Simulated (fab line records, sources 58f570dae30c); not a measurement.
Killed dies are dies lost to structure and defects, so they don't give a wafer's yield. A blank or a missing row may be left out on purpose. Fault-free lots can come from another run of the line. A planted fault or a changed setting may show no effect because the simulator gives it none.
The same fault as seen by 2 desks	flow berkeley cmos170	only its own numbers are on each desk; what lay behind them is given at the end

AT THE TOOL OWNER'S DESK: lpcvd-02
The tool's own readings at UCB170_ACTIVE_CVD_05 (deposits Si3N4 from SiH2Cl2/NH3, target thk 220 nm, time 3300 s): means of the sampled wafers that have a number, for each lot that ran on this tool. If a lot's mean is further than 4 standard deviations from the usual mean, the lot is out of limits and carries the mark OUT (the distance appears in the brackets).
Columns: A = spike tc centre C at UCB170_ACTIVE_CVD_05, usual 802.2 C; B = spike tc load C at UCB170_ACTIVE_CVD_05, usual 825.0 C; C = spike tc source C at UCB170_ACTIVE_CVD_05, usual 820.3 C; D = susceptor temp C at UCB170_ACTIVE_CVD_05, usual 800.0 C; E = zone power centre pct at UCB170_ACTIVE_CVD_05, usual 40.3 %
lot	first seen here	A	B	C	D	E
L653	day 4 10:35	802.1	826.7	817.8	800.3	39.8
L654	day 4 10:35	802.8	826.5	822.0	800.7	42.5
L655	day 4 19:05	801.3	826.6	823.5	800.0	42.0
L656	day 5 04:45	802.3	825.7	822.7	800.0	42.5
L657	day 5 16:56	802.1	825.6	817.8	800.0	39.5
L658	day 6 01:32	801.8	826.2	823.8	800.0	42.4
L659	day 6 01:32	801.6	825.7	822.9	799.9	42.5
L660	day 6 01:32	802.3	827.0	822.8	799.7	42.6
L666	day 7 21:34	777.1 (-25) OUT	800.6 (-9.4) OUT	792.2 (-12) OUT	774.9 (-76) OUT	38.0
This desk finds L666 out of limits, L666 being first, at day 7 21:34 (spike tc centre C at UCB170_ACTIVE_CVD_05). In limits: L653, L654, L655, L656, L657, L658, L659, L660.

AT THE METROLOGY DESK
What the gauges read, lot by lot, whatever tool the lot ran on: means of the sampled wafers that have a number. If a lot's mean is further than 4 standard deviations from the usual mean, the lot is out of limits and carries the mark OUT (the distance appears in the brackets).
Columns: A = PWELL_TW at UCB170_PWELL_TW_MEAS_17, usual 383.0; B = ACTIVE_NITRIDE_THK at UCB170_ACTIVE_THK_MEAS_06, usual 220.8 nm; C = cd nm at UCB170_ACTIVE_CD_MEAS_13, usual 1199.9 nm
lot	first seen here	A	B	C
L650	day 2 21:41	385.8	223.3	1199.1
L652	day 3 04:53	386.0	221.3	1199.7
L651	day 3 05:05	382.8	220.3	1199.2
L653	day 3 14:07	382.5	217.3	1200.1
L654	day 3 14:22	382.7	220.5	1199.5
L655	day 3 22:25	382.6	219.5	1199.7
L656	day 4 04:42	382.1	221.1	1201.8
L657	day 4 16:34	383.1	220.4	1201.2
L658	day 4 21:09	385.0	223.1	1199.8
L659	day 4 21:26	382.2	219.5	1200.4
L660	day 5 02:08	382.1	219.9	1199.4
L666	day 6 10:44	379.4	138.3 (-46) OUT	1200.4
Finding of this desk: L666 out of limits, first seen on L666 at day 7 23:29 (ACTIVE_NITRIDE_THK at UCB170_ACTIVE_THK_MEAS_06). In limits: L650, L652, L651, L653, L654, L655, L656, L657, L658, L659, L660.

ALL TOGETHER
The tool owner's desk had the chance to raise an alarm at day 7 21:34 on L666.
The metrology desk could have raised an alarm at day 7 23:29, on L666.
Of the lots named, all ran UCB170_ACTIVE_CVD_05 on lpcvd-02.

WHAT THE SIMULATOR HAD INSERTED
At UCB170_ACTIVE_CVD_05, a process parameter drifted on lpcvd-02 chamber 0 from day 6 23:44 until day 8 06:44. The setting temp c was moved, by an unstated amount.
Lots struck among those shown: L666.
Counting hours from when the fault started, the first reading out of limits came at 22 for the tool owner's desk and at 24 for the metrology desk.
